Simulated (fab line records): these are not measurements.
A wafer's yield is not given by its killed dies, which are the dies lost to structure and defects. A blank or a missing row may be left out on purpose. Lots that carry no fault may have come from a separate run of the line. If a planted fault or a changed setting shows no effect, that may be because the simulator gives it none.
fab line records	flow berkeley-cmos170
record: lots: 5	wafers: 23
route steps=331 shown M2@284 V2@292 M3@310
start-h: hours from the record's opening day to when the first of the lot's shown wafers began	wait-h: hours from the lot's prior step to this one	" the same as in the row above	L1.1+2: a row that stands for several wafers	- no value, or no start given	* or withheld: withheld	< > ~ a bound
route shown NAME@n: a module of which the file shows steps, and the number in the route of the first	usual: the fault-free wafers' mean and standard deviation	same: alike in all rows	chamber/n: place in a boat	sites: the reading at each site	_std_site: standard deviation of those values	_edge_site: the outer-site mean with the inner-site mean subtracted	radius-mm: how far each site lies from the wafer's centre	mask NAME#n: copy n	behind: the tool/chamber that last shaped the wafer	hold: why the lot was held/for how many hours/how that ended	device: transistor that didn't switch, given as n, p or np	end of line: the same wafers' tests at the end of the route	a step given without rows: its recipe and nothing more	killed: count of dies lost to structure and defects at first sort (not the wafer's yield)	map: shows each die of a wafer: x if killed, . if not, _ if none is there
set.NAME: setting as actually run; set.NAME@STEP: the setting as run at that earlier step	model.NAME: the simulator's own value behind a step, which no gauge read
one table per step and one row per wafer, for lots whose settings were changed on purpose
== steps ==
step: UCB170_M2_PEB_13
recipe: peb-temp-c: 130	peb-time-s: withheld	resist: KrF
lot.wafer	tool	chamber	start-h	wait-h	set.peb-temp-c
L074.2+3+6	litho-track-02	0	151.48	0.4	126.3
L074.4+5	"	0	"	"	130
L076.1+3+4	litho-track-03	0	170.40	1.0	130
L076.2+5	"	0	"	"	127.9
L078.1+3+6	litho-track-03	0	173.40	0.3	130
L083.1+6	litho-track-02	0	205.34	0.7	130
L083.2+4+5	"	0	"	"	131.5
L085.1+4+5	litho-track-03	0	230.52	0.2	129
L085.2+6	"	0	"	"	130
step: UCB170_M2_DEVELOP_14
recipe: developer: TMAH	develop-time-s: 45	resist: KrF	dev-temp-c: 21
step: UCB170_M2_CD_MEAS_15
recipe: target-cd-nm: 700
usual: cd-nm: 700.2/1.1
lot.wafer	tool	chamber	start-h	wait-h	set.peb-temp-c@M2_PEB_13	cd-nm
L074.2	cd-sem-02	-	151.88	-	126.3	728.4
L074.3	"	-	"	"	126.3	728.1
L074.4	"	-	"	"	130	700.5
L074.5	"	-	"	"	130	700.2
L074.6	"	-	"	"	126.3	727.5
L076.1	cd-sem-02	-	170.67	-	130	703.2
L076.2	"	-	"	"	127.9	716.5
L076.3	"	-	"	"	130	702.5
L076.4	"	-	"	"	130	702.1
L076.5	"	-	"	"	127.9	718.3
L078.1	cd-sem-01	-	173.67	-	130	700.1
L078.3	"	-	"	"	130	699.7
L078.6	"	-	"	"	130	699.7
L083.1	cd-sem-02	-	205.61	-	130	698.6
L083.2	"	-	"	"	131.5	691.1
L083.4	"	-	"	"	131.5	689.7
L083.5	"	-	"	"	131.5	689.2
L083.6	"	-	"	"	130	700.1
L085.1	cd-sem-02	-	230.80	-	129	707.1
L085.2	"	-	"	"	130	699.0
L085.4	"	-	"	"	129	706.9
L085.5	"	-	"	"	129	706.8
L085.6	"	-	"	"	130	698.9
step: UCB170_M2_ETCH_17
recipe: chemistry: N2/H2	target-depth-a: withheld	overetch-a: withheld	target: BARC	time-s: withheld	source-w: 500	bias-w: 100	pressure-mtorr: 30	n2-flow-sccm: 100	h2-flow-sccm: 200
lot.wafer	tool	chamber	start-h	wait-h	set.peb-temp-c@M2_PEB_13	model.M2.cd-nm
L074.2	rie-diel-01	2	152.02	0.0	126.3	727.7
L074.3	"	3	"	"	126.3	727.4
L074.4	"	3	"	"	130	700.2
L074.5	"	1	"	"	130	699
L074.6	"	2	"	"	126.3	726.9
L076.1	rie-diel-04	3	170.83	0.0	130	703.8
L076.2	"	2	"	"	127.9	716.4
L076.3	"	1	"	"	130	701.3
L076.4	"	2	"	"	130	701.6
L076.5	"	1	"	"	127.9	717.2
L078.1	rie-diel-04	3	173.83	0.0	130	701.1
L078.3	"	3	"	"	130	700.7
L078.6	"	3	"	"	130	700.9
L083.1+6	rie-diel-04	3,2	205.77	0.0	130	699.5
L083.2	"	2	"	"	131.5	691.9
L083.4	"	1	"	"	131.5	688
L083.5	"	1	"	"	131.5	687.7
L085.1+4	rie-diel-02	2,0	230.95	0.0	129	706.9
L085.2	"	1	"	"	130	698.3
L085.5	"	2	"	"	129	707.2
L085.6	"	1	"	"	130	698.7
step: UCB170_M2_METAL_ETCH_18
recipe: chemistry: Cl2/BCl3	target: Al	stop-on: SiO2	pressure-mtorr: 12	target-depth-a: 11700	over-etch-frac: 0.3	time-s: 195	icp-w: 600	bias-w: 120	Cl2_flow_sccm: 90	bcl3-flow-sccm: 45
lot.wafer	tool	chamber	start-h	wait-h	set.peb-temp-c@M2_PEB_13	model.M2.cd-nm
L074.2	rie-metal-03	0	152.06	-	126.3	725.7
L074.3	"	0	"	"	126.3	727.3
L074.4	"	1	"	"	130	700.1
L074.5	"	1	"	"	130	696.2
L074.6	"	0	"	"	126.3	725.8
L076.1	rie-metal-03	1	170.87	-	130	702.9
L076.2	"	0	"	"	127.9	717.4
L076.3	"	0	"	"	130	697.7
L076.4	"	1	"	"	130	698.5
L076.5	"	1	"	"	127.9	715.5
L078.1	rie-metal-01	0	173.89	-	130	705
L078.3	"	0	"	"	130	702.3
L078.6	"	1	"	"	130	698
L083.1	rie-metal-01	1	205.81	-	130	698.7
L083.2	"	0	"	"	131.5	691.4
L083.4	"	1	"	"	131.5	685
L083.5	"	1	"	"	131.5	686.2
L083.6	"	0	"	"	130	699.7
L085.1+4	rie-metal-03	0,1	230.99	-	129	704.1
L085.2	"	1	"	"	130	695.2
L085.5	"	1	"	"	129	703.8
L085.6	"	0	"	"	130	697.1
step: UCB170_M2_STRIP_19
recipe: chemistry: O2	power-w: 400	pressure-mtorr: 3500	platen-temp-c: withheld	o2-flow-sccm: 400	overash-fraction: 0.5
step: UCB170_M2_CD_MEAS_90
recipe: target-cd-nm: 700
usual: cd-nm: 698.8/2.9
lot.wafer	tool	chamber	start-h	wait-h	set.peb-temp-c@M2_PEB_13	cd-nm
L074.2	cd-sem-02	-	152.37	0.1	126.3	725.1
L074.3	"	-	"	"	126.3	727.4
L074.4	"	-	"	"	130	700.2
L074.5	"	-	"	"	130	696.1
L074.6	"	-	"	"	126.3	725.9
L076.1	cd-sem-01	-	171.16	0.1	130	703.2
L076.2	"	-	"	"	127.9	717.1
L076.3	"	-	"	"	130	697.6
L076.4	"	-	"	"	130	698.2
L076.5	"	-	"	"	127.9	715.7
L078.1	cd-sem-02	-	174.19	0.1	130	705.1
L078.3	"	-	"	"	130	702.2
L078.6	"	-	"	"	130	698.2
L083.1	cd-sem-02	-	206.10	0.1	130	698.5
L083.2	"	-	"	"	131.5	691.2
L083.4	"	-	"	"	131.5	684.9
L083.5	"	-	"	"	131.5	686.2
L083.6	"	-	"	"	130	699.6
L085.1	cd-sem-02	-	231.36	0.1	129	704.1
L085.2	"	-	"	"	130	695.2
L085.4	"	-	"	"	129	703.8
L085.5	"	-	"	"	129	703.4
L085.6	"	-	"	"	130	696.8
step: UCB170_V2_CVD_00
recipe: material: SiO2	target-thk-nm: 2000	temp-c: 390	precursor: TEOS/O2	time-s: 250	rf-w: 550	pressure-mtorr: 9000
lot.wafer	tool	chamber	start-h	wait-h	set.time-s	model.SiO2_of_V2_CVD_00.thk-nm
L074.2	pecvd-04	0	152.47	0.1	225.6	1781
L074.3	"	2	"	"	225.6	1788
L074.4	"	2	"	"	225.6	1820
L074.5	"	1	"	"	250	1982
L074.6	"	0	"	"	250	2003
L076.1	pecvd-04	0	171.28	0.1	250	1961
L076.2	"	1	"	"	234.1	1831
L076.3	"	2	"	"	234.1	1820
L076.4	"	2	"	"	250	2017
L076.5	"	0	"	"	250	2030
L078.1	pecvd-03	2	174.31	0.1	250	1978
L078.3	"	0	"	"	250	2006
L078.6	"	1	"	"	250	2008
L083.1	pecvd-03	2	206.22	0.1	250	-
L083.2+6	"	0	"	"	233.8	-
L083.4	"	2	"	"	233.8	1902
L083.5	"	1	"	"	250	2055
L085.1	pecvd-04	0	231.48	0.1	279.3	2225
L085.2+5	"	1	"	"	250	-
L085.4	"	2	"	"	279.3	-
L085.6	"	0	"	"	250	2037
step: UCB170_V2_THK_MEAS_01
recipe: reads: SiO2_of_V2_CVD_00
usual: V2_TEOS_THK: 2004/27
lot.wafer	tool	chamber	start-h	wait-h	set.time-s@V2_CVD_00	V2_TEOS_THK[nm]
L074.2	film-metro-03	-	152.64	0.1	225.6	1779
L074.3	"	-	"	"	225.6	1789
L074.4	"	-	"	"	225.6	1819
L074.5	"	-	"	"	250	1982
L074.6	"	-	"	"	250	2002
L076.1	film-metro-01	-	171.43	0.1	250	1962
L076.2	"	-	"	"	234.1	1830
L076.3	"	-	"	"	234.1	1820
L076.4	"	-	"	"	250	2017
L076.5	"	-	"	"	250	2029
L078.1	film-metro-02	-	174.46	0.1	250	1978
L078.3	"	-	"	"	250	2006
L078.6	"	-	"	"	250	2007
L083.1	film-metro-02	-	206.38	0.1	250	2008
L083.2	"	-	"	"	233.8	1889
L083.4	"	-	"	"	233.8	1903
L083.5	"	-	"	"	250	2056
L083.6	"	-	"	"	233.8	1933
L085.1	film-metro-01	-	231.63	0.1	279.3	2226
L085.2	"	-	"	"	250	1986
L085.4	"	-	"	"	279.3	2276
L085.5	"	-	"	"	250	2016
L085.6	"	-	"	"	250	2036
step: UCB170_M3_SPUTTER_01
recipe: material: Al	target-thk-nm: 900	time-s: 120	power-w: 6000	chamber-pressure-pa: 0.5
lot.wafer	tool	chamber	start-h	wait-h	set.time-s	model.Al_of_M3_SPUTTER_01.thk-nm
L074.2	pvd-sputter-03	-	155.05	0.0	120	888.2
L074.3	"	-	"	"	120	893.9
L074.4	"	-	"	"	120	897.9
L074.5	"	-	"	"	120	895.2
L074.6	"	-	"	"	120	891.2
L076.1	pvd-sputter-03	-	174.69	0.0	120	890.6
L076.2	"	-	"	"	120	897
L076.3	"	-	"	"	120	897.7
L076.4	"	-	"	"	120	903.1
L076.5	"	-	"	"	120	905
L078.1	pvd-sputter-04	-	177.47	0.0	120	908.8
L078.3	"	-	"	"	120	902.7
L078.6	"	-	"	"	120	904.5
L083.1	pvd-sputter-03	-	210.16	0.0	104.7	784.2
L083.2	"	-	"	"	104.7	776.7
L083.4	"	-	"	"	120	890.3
L083.5	"	-	"	"	120	894.6
L083.6	"	-	"	"	104.7	781.8
L085.1	pvd-sputter-03	-	234.76	0.0	120	894
L085.2	"	-	"	"	112.1	828.5
L085.4	"	-	"	"	112.1	840
L085.5	"	-	"	"	112.1	832.4
L085.6	"	-	"	"	120	891.5
step: UCB170_M3_RS_MEAS_02
recipe: thk-meas-gauge: four-point-probe	reads: Al_of_M3_SPUTTER_01
usual: M3_AL_RS: 0.03232/0.00027
lot.wafer	tool	chamber	start-h	wait-h	set.time-s@M3_SPUTTER_01	M3_AL_RS[ohm/sq]
L074.2	film-metro-01	-	155.16	0.1	120	0.0326
L074.3	"	-	"	"	120	0.03243
L074.4	"	-	"	"	120	0.03224
L074.5	"	-	"	"	120	0.03232
L074.6	"	-	"	"	120	0.0325
L076.1	film-metro-01	-	174.77	0.0	120	0.03254
L076.2	"	-	"	"	120	0.03229
L076.3	"	-	"	"	120	0.03228
L076.4	"	-	"	"	120	0.03205
L076.5	"	-	"	"	120	0.03196
L078.1	film-metro-03	-	177.55	0.0	120	0.03197
L078.3	"	-	"	"	120	0.03215
L078.6	"	-	"	"	120	0.03212
L083.1	film-metro-01	-	210.24	0.0	104.7	0.03701
L083.2	"	-	"	"	104.7	0.03742
L083.4	"	-	"	"	120	0.03247
L083.5	"	-	"	"	120	0.03242
L083.6	"	-	"	"	104.7	0.03711
L085.1	film-metro-03	-	234.84	0.0	120	0.03243
L085.2	"	-	"	"	112.1	0.03507
L085.4	"	-	"	"	112.1	0.03454
L085.5	"	-	"	"	112.1	0.03493
L085.6	"	-	"	"	120	0.03258
step: UCB170_M3_THK_MEAS_03
recipe: thk-meas-gauge: xrf	reads: Al_of_M3_SPUTTER_01
usual: M3_AL_THK: 887/11
lot.wafer	tool	chamber	start-h	wait-h	set.time-s@M3_SPUTTER_01	M3_AL_THK[nm]
L074.2	film-metro-01	-	155.27	0.1	120	875
L074.3	"	-	"	"	120	879
L074.4	"	-	"	"	120	883
L074.5	"	-	"	"	120	883
L074.6	"	-	"	"	120	872
L076.1	film-metro-01	-	174.89	0.1	120	875
L076.2	"	-	"	"	120	881
L076.3	"	-	"	"	120	881
L076.4	"	-	"	"	120	886
L076.5	"	-	"	"	120	886
L078.1	film-metro-03	-	177.67	0.1	120	903
L078.3	"	-	"	"	120	890
L078.6	"	-	"	"	120	898
L083.1	film-metro-01	-	210.36	0.1	104.7	774
L083.2	"	-	"	"	104.7	760
L083.4	"	-	"	"	120	877
L083.5	"	-	"	"	120	874
L083.6	"	-	"	"	104.7	773
L085.1	film-metro-03	-	234.96	0.1	120	882
L085.2	"	-	"	"	112.1	814
L085.4	"	-	"	"	112.1	831
L085.5	"	-	"	"	112.1	824
L085.6	"	-	"	"	120	877
step: UCB170_M3_METAL_ETCH_18
recipe: chemistry: Cl2/BCl3	target: Al	stop-on: SiO2	pressure-mtorr: 12	target-depth-a: 11700	over-etch-frac: 0.3	time-s: 195	icp-w: 600	bias-w: 120	Cl2_flow_sccm: 90	bcl3-flow-sccm: 45
lot.wafer	tool	chamber	start-h	wait-h	set.over-etch-frac
L074.2+3	rie-metal-03	1,0	157.31	-	0.2473
L074.4+5+6	"	1,1,0	"	"	0.3
L076.1+3+5	rie-metal-01	1,1,0	178.11	-	0.2122
L076.2+4	"	0	"	"	0.3
L078.1+3+6	rie-metal-03	0,0,1	181.49	-	0.3
L083.1+4+6	rie-metal-03	0	212.76	-	0.3
L083.2+5	"	1	"	"	0.356
L085.1+2+4+5+6	rie-metal-02	0,1,0,0,1	239.31	-	0.3
step: UCB170_M3_STRIP_19
recipe: chemistry: O2	power-w: 400	pressure-mtorr: 3500	platen-temp-c: withheld	o2-flow-sccm: 400	overash-fraction: 0.5
usual: oes-product-au: 0.538/0.0079
lot.wafer	tool	chamber	start-h	wait-h	set.over-etch-frac@M3_METAL_ETCH_18	oes-product-au
L074.2	plasma-asher-04	1	157.50	0.1	0.2473	0.557
L074.3	"	1	"	"	0.2473	0.563
L074.4	"	0	"	"	0.3	0.522
L074.5	"	0	"	"	0.3	0.530
L074.6	"	1	"	"	0.3	0.532
L076.1	plasma-asher-01	0	178.30	0.1	0.2122	0.588
L076.2	"	1	"	"	0.3	0.542
L076.3	"	0	"	"	0.2122	0.583
L076.4	"	1	"	"	0.3	0.541
L076.5	"	1	"	"	0.2122	0.583
L078.1	plasma-asher-04	1	181.68	0.1	0.3	0.523
L078.3	"	0	"	"	0.3	0.529
L078.6	"	0	"	"	0.3	0.539
L083.1	plasma-asher-03	1	212.94	0.1	0.3	0.531
L083.2	"	0	"	"	0.356	0.499
L083.4	"	1	"	"	0.3	0.536
L083.5	"	0	"	"	0.356	0.508
L083.6	"	1	"	"	0.3	0.528
L085.1	plasma-asher-04	0	239.50	0.1	0.3	0.545
L085.2	"	1	"	"	0.3	0.536
L085.4	"	1	"	"	0.3	0.552
L085.5	"	1	"	"	0.3	0.558
L085.6	"	0	"	"	0.3	0.536
== key ==
split: step: UCB170_M2_PEB_13	setting: peb-temp-c	stated: 130	by: wafer
response: step: UCB170_M2_CD_MEAS_15	reading: cd-nm	change: -9.45	per: 1%	r: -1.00
response: step: UCB170_M2_ETCH_17	reading: model.M2.cd-nm	change: -9.55	per: 1%	r: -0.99
response: step: UCB170_M2_METAL_ETCH_18	reading: model.M2.cd-nm	change: -10	per: 1%	r: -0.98
response: step: UCB170_M2_CD_MEAS_90	reading: cd-nm	change: -9.98	per: 1%	r: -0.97
split: step: UCB170_V2_CVD_00	setting: time-s	stated: 250	by: wafer
response: step: UCB170_V2_CVD_00	reading: model.SiO2_of_V2_CVD_00.thk-nm	change: +20.8	per: 1%	r: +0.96
response: step: UCB170_V2_THK_MEAS_01	reading: V2_TEOS_THK	change: +21.1	per: 1%	r: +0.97
split: step: UCB170_M3_SPUTTER_01	setting: time-s	stated: 120	by: wafer
response: step: UCB170_M3_SPUTTER_01	reading: model.Al_of_M3_SPUTTER_01.thk-nm	change: +8.8	per: 1%	r: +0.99
response: step: UCB170_M3_RS_MEAS_02	reading: M3_AL_RS	change: -0.000368	per: 1%	r: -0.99
response: step: UCB170_M3_THK_MEAS_03	reading: M3_AL_THK	change: +8.41	per: 1%	r: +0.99
split: step: UCB170_M3_METAL_ETCH_18	setting: over-etch-frac	stated: 0.3	by: wafer
response: step: UCB170_M3_STRIP_19	reading: oes-product-au	change: -0.00155	per: 1%	r: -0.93
